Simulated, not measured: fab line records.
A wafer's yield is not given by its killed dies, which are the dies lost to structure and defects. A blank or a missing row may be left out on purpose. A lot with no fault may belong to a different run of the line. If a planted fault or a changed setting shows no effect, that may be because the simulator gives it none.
Which tool was responsible? ; flow berkeley-cmos170 ; 45 wafers from 15 lots sampled at 5 of the route's 331 steps

WHAT EACH GAUGE READ, for each wafer
UCB170_PLDD_CD_MEAS_06: the cd target is 1200 nm.
lot;measured;on;cd-nm (nm)
L123;day 7 07:02;cd-sem-02;1200.0 1200.6 1199.3
L124;day 7 07:31;cd-sem-02;1201.8 1201.1 1200.2
L127;day 7 13:02;cd-sem-01;1197.1 1197.0 1197.3
L125;day 7 13:19;cd-sem-02;1199.0 1199.8 1200.6
L126;day 7 14:35;cd-sem-01;1199.6 1199.6 1200.3
L128;day 9 00:14;cd-sem-02;1200.7 1200.7 1200.1
L130;day 9 00:29;cd-sem-01;1199.2 1198.3 1200.2
L129;day 9 01:32;cd-sem-02;1200.8 1200.7 1199.5
L137;day 10 01:02;cd-sem-01;1198.5 1197.7 1198.9
L136;day 10 08:09;cd-sem-02;1199.0 1199.8 1200.9
L139;day 10 20:28;cd-sem-02;1203.2 1201.6 1202.0
L142;day 11 10:00;cd-sem-01;1199.3 1199.7 1198.0
L140;day 11 10:05;cd-sem-02;1199.1 1198.2 1198.0
L143;day 11 10:17;cd-sem-02;1201.4 1201.8 1203.3
L146;day 12 07:01;cd-sem-01;1198.3 1199.2 1199.2

UCB170_SPACER_THK_MEAS_01.
lot;measured;on;SPACER_TEOS_THK (nm)
L123;day 7 09:36;film-metro-04;371 370 379
L124;day 7 10:08;film-metro-04;373 385 382
L127;day 7 15:46;film-metro-04;370 375 376
L125;day 7 16:00;film-metro-03;377 385 381
L126;day 7 18:02;film-metro-04;369 378 376
L128;day 9 05:17;film-metro-02;366 375 376
L130;day 9 08:12;film-metro-02;374 374 375
L129;day 9 08:41;film-metro-04;374 384 381
L137;day 10 03:53;film-metro-04;380 381 384
L136;day 10 10:52;film-metro-02;326 321 328 326 321 328
L139;day 10 23:11;film-metro-02;327 328 331 327 328 331
L142;day 11 12:45;film-metro-02;371 376 379
L140;day 11 13:14;film-metro-02;320 325 332 321 324 332
L143;day 11 13:28;film-metro-03;371 368 375
L146;day 12 09:48;film-metro-02;376 379 373

UCB170_M1_RS_MEAS_01: measurement is done with a four-point probe.
lot;measured;on;M1_AL_RS (ohm/sq)
L123;day 8 04:53;film-metro-03;0.0482 0.0485 0.0486
L124;day 8 02:56;film-metro-03;0.0479 0.0477 0.0480
L127;day 8 12:24;film-metro-03;0.0493 0.0494 0.0493
L125;day 8 13:38;film-metro-01;0.0495 0.0499 0.0491
L126;day 8 13:31;film-metro-04;0.0480 0.0481 0.0485
L128;day 9 20:09;film-metro-03;0.0478 0.0485 0.0479
L130;day 9 20:54;film-metro-01;0.0488 0.0493 0.0495
L129;day 9 21:56;film-metro-04;0.0475 0.0475 0.0475
L137;day 10 22:40;film-metro-04;0.0484 0.0483 0.0487
L136;day 11 10:20;film-metro-01;0.0500 0.0498 0.0493
L139;day 11 18:43;film-metro-01;0.0494 0.0490 0.0497
L142;day 12 08:06;film-metro-04;0.0481 0.0483 0.0487
L140;day 12 09:30;film-metro-04;0.0480 0.0483 0.0477
L143;day 12 09:37;film-metro-01;0.0490 0.0495 0.0487
L146;day 13 02:47;film-metro-01;0.0480 0.0487 0.0485

TOOL THAT RAN EACH LOT (tool first, then ch and the chambers of the sampled wafers, then the start)
lot;UCB170_SPACER_CVD_00;UCB170_SPACER_ETCHBACK_03
L123;pecvd-02 ch 0,1,2, day 7 09:34;rie-diel-03 ch 0,2,3, day 7 14:58
L124;pecvd-01 ch 0,1,2, day 7 10:05;rie-diel-02 ch 1,2, day 7 14:58
L127;pecvd-01 ch 1,2, day 7 15:43;rie-diel-03 ch 1,2,3, day 7 23:39
L125;pecvd-03 ch 1,2, day 7 15:57;rie-diel-02 ch 0,1, day 7 23:39
L126;pecvd-03 ch 1,2, day 7 17:59;rie-diel-03 ch 0,1, day 7 23:43
L128;pecvd-02 ch 1,2, day 9 05:14;rie-diel-03 ch 0,2,3, day 9 10:20
L130;pecvd-03 ch 0,1, day 9 08:08;rie-diel-02 ch 0,2, day 9 10:20
L129;pecvd-02 ch 1,2, day 9 08:37;rie-diel-03 ch 1,2,3, day 9 10:25
L137;pecvd-01 ch 0,1,2, day 10 03:50;rie-diel-02 ch 1,2,3, day 10 08:23
L136;pecvd-03 ch 0,1, day 10 10:49;rie-diel-04 ch 0,1,3, day 10 22:35
L139;pecvd-03 ch 0,2, day 10 23:08;rie-diel-02 ch 0,2,3, day 11 08:12
L142;pecvd-02 ch 0,1,2, day 11 12:43;rie-diel-03 ch 1,2,3, day 11 21:31
L140;pecvd-03 ch 0,1, day 11 13:12;rie-diel-04 ch 0,2,3, day 11 21:35
L143;pecvd-02 ch 0,1, day 11 13:26;rie-diel-03 ch 0,1,2, day 11 21:35
L146;pecvd-01 ch 1,2, day 12 09:45;rie-diel-04 ch 2,3, day 12 14:43
- UCB170_SPACER_CVD_00: deposits SiO2 from TEOS/O2, target thk 376 nm, time 47 s.
- UCB170_SPACER_ETCHBACK_03: etches SiO2 in CHF3/CF4/Ar, stops on Si, target depth 376 nm, time 100 s.

AS READ BY THE TOOLS THEMSELVES (means over the sampled wafers that have a number; for cases with no such wafer, the mark the record gives instead)
UCB170_SPACER_CVD_00.
lot;tool;heater-power-w (W)
L123;pecvd-02;274
L124;pecvd-01;295
L127;pecvd-01;258
L125;pecvd-03;218
L126;pecvd-03;209
L128;pecvd-02;231
L130;pecvd-03;236
L129;pecvd-02;240
L137;pecvd-01;277
L136;pecvd-03;277
L139;pecvd-03;213
L142;pecvd-02;255
L140;pecvd-03;245
L143;pecvd-02;258
L146;pecvd-01;283

UCB170_SPACER_ETCHBACK_03.
lot;tool;drypump-motor-current-A (A);oes-product-au (a.u.);throttle-valve-pct (%)
L123;rie-diel-03;6.2;0.908;6.39
L124;rie-diel-02;5.8;0.914;6.61
L127;rie-diel-03;5.7;0.895;6.50
L125;rie-diel-02;5.6;0.916;6.54
L126;rie-diel-03;6.1;0.924;6.46
L128;rie-diel-03;6.2;0.900;6.39
L130;rie-diel-02;5.6;0.902;6.58
L129;rie-diel-03;5.7;0.915;6.52
L137;rie-diel-02;5.5;0.920;6.59
L136;rie-diel-04;5.7;0.811;6.41
L139;rie-diel-02;5.4;0.827;6.52
L142;rie-diel-03;5.7;0.903;6.51
L140;rie-diel-04;5.3;0.816;6.48
L143;rie-diel-03;6.0;0.906;6.55
L146;rie-diel-04;5.4;0.903;6.53

THE ANSWER, worked out from the rows above alone
Rule: the usual values come from the lots themselves. The widest of any qualifying gaps counts: lots, ordered by their means at a reading, are off when they make up no more than a third of the lots, leave a main group of 4 or more, and stand apart from it by 3 or more times the standard deviation of that group's means. The tables above print the reading to a certain number of digits; a main group whose means all agree to those digits is not used. Also off: a lot with no number at a reading for which 4 or more lots have one. The other lots that the step has rows for count as sound. After the gauges, taken in route order, come the tools' own readings; for these a lot's mean is taken, as printed above. At the first step where some lot is off, the reading lying furthest off is the one used; lots without a number count as furthest.
Off: L136, L139, L140, seen at UCB170_SPACER_THK_MEAS_01 (SPACER_TEOS_THK). Mean 376 nm and standard deviation 3.4 in the main group.
A tool fits if, at a process step before that reading, it ran every lot that is off, and no sound lot after the first of them. Not tried: the gauges at UCB170_SPACER_THK_MEAS_01; whatever is off there is also off at UCB170_SPACER_ETCHBACK_03, on other tools, and gauge error can't account for it. One fits: UCB170_SPACER_CVD_00 on pecvd-03. A fault onset in the window from L130 (day 9 08:08, its last sound lot) to L136 (day 10 10:49, its first lot off) fits.

WHAT THE SIMULATOR PUT IN
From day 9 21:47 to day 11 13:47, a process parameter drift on pecvd-03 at UCB170_SPACER_CVD_00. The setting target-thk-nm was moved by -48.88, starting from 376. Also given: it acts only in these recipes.
Struck lots among those shown: L136, L139, L140. The rule above reached the same finding.
